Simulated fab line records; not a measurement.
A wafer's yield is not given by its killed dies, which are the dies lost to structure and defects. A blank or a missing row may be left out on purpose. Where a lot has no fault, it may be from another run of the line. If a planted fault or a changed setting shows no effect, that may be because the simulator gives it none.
Split-lot experiment -- flow rit_cmos -- route with 202 steps; 5 lots, 23 wafers read

== ABOUT THE SPLIT ==
At RIT_PSD_IMPLANT_08, the setting dose_cm2 was moved away from the recipe's 5e+15 on 10 of the 23 wafers read, by -3.1% to +7.0%. All remaining wafers had this setting at the recipe value.

== FROM THE SPLIT TO THE READING: what the file shows between them, 3 steps ==
- RIT_PSD_STRIP_09: strips in O2, time 180 s
- RIT_SDANNEAL_CLEAN_02: cleans in SC2, time 600 s
- RIT_SDANNEAL_RTA_03: time 5 s

== THE READING ==
PSD_RS (ohm/sq), read at RIT_SDANNEAL_RS_MEAS_04 with a four-point probe. A value of 115.90 ohm/sq with a standard deviation of 0.26 ohm/sq is what fault-free wafers of this fab line usually give.

wafer,"tool, chamber at the split",dose_cm2 as run,against the recipe,"PSD_RS, ohm/sq",against lot-mates on the recipe
L075.2,"implanter-04, 0",5e+15,recipe,115.85,-
L075.3,"implanter-04, 0",5e+15,recipe,115.91,-
L075.4,"implanter-04, 0",4.845e+15,-3.1%,116.48,+0.67
L075.5,"implanter-04, 0",5e+15,recipe,115.68,-
L075.6,"implanter-04, 0",4.845e+15,-3.1%,116.35,+0.54
L077.1,"implanter-04, 0",5.265e+15,+5.3%,115.14,-0.67
L077.2,"implanter-04, 0",5e+15,recipe,115.83,-
L077.3,"implanter-04, 0",5.265e+15,+5.3%,115.27,-0.55
L077.4,"implanter-04, 0",5.265e+15,+5.3%,115.27,-0.55
L077.6,"implanter-04, 0",5e+15,recipe,115.80,-
L079.1,"implanter-01, 0",5e+15,recipe,116.07,-
L079.3,"implanter-01, 0",5e+15,recipe,115.85,-
L079.5,"implanter-01, 0",5e+15,recipe,115.85,-
L080.1,"implanter-04, 0",5e+15,recipe,115.62,-
L080.3,"implanter-04, 0",5.352e+15,+7.0%,114.91,-0.87
L080.4,"implanter-04, 0",5.352e+15,+7.0%,114.94,-0.84
L080.5,"implanter-04, 0",5e+15,recipe,115.95,-
L080.6,"implanter-04, 0",5e+15,recipe,115.78,-
L082.2,"implanter-01, 0",5.301e+15,+6.0%,114.83,-0.86
L082.3,"implanter-01, 0",5e+15,recipe,115.60,-
L082.4,"implanter-01, 0",5e+15,recipe,115.79,-
L082.5,"implanter-01, 0",5.301e+15,+6.0%,114.91,-0.78
L082.6,"implanter-01, 0",5.301e+15,+6.0%,114.80,-0.89

THE FIT
A straight line over all 23 wafers: PSD_RS changes by -0.142 ohm/sq for each +1% of dose_cm2; r = -0.96; the points scatter about the line by 0.14 ohm/sq.
The same after taking each lot's own level away (the mean of its wafers on the recipe; 23 wafers): -0.135 ohm/sq for each +1%; r = -0.97; scatter 0.11 ohm/sq.
That fit puts the effect of the largest move of dose_cm2 on the reading at 0.95 ohm/sq.
The lots' own levels span 115.695 to 115.923 ohm/sq, that is 0.9 times the standard deviation above.
The two slopes are in agreement: the lot-to-lot level therefore moves the slope only a little.
Check: with one of the wafers moved furthest among these (+7.0%) left out of the fit, the line predicts -0.921 ohm/sq for it against its lot-mates. Against them it came out at -0.873 ohm/sq.

== OTHER SPLITS APPLIED TO THESE WAFERS ==
Note: prior to the reading, these wafers also went through further splits. Each is held against what the fit with the lots' levels taken away leaves over:
other split on the same wafers,wafers away from the commonest value,r with PSD_RS (lot level and that fit taken away)
RIT_GATE_COAT_11 spin_rpm,8,-0.24
RIT_NLDD_COAT_01 resist_thk_nm,7,-0.22
RIT_NLDD_DEVELOP_05 develop_time_s,8,-0.18
RIT_SPACER_CVD_03 time_s,15,+0.11
RIT_NSD_IMPLANT_08 dose_cm2,9,+0.15
RIT_PSD_COAT_01 spin_rpm,6,+0.05

== FILE'S OWN FIT ==
PSD_RS changes by -0.13 ohm/sq for each +1% of dose_cm2, r = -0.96.
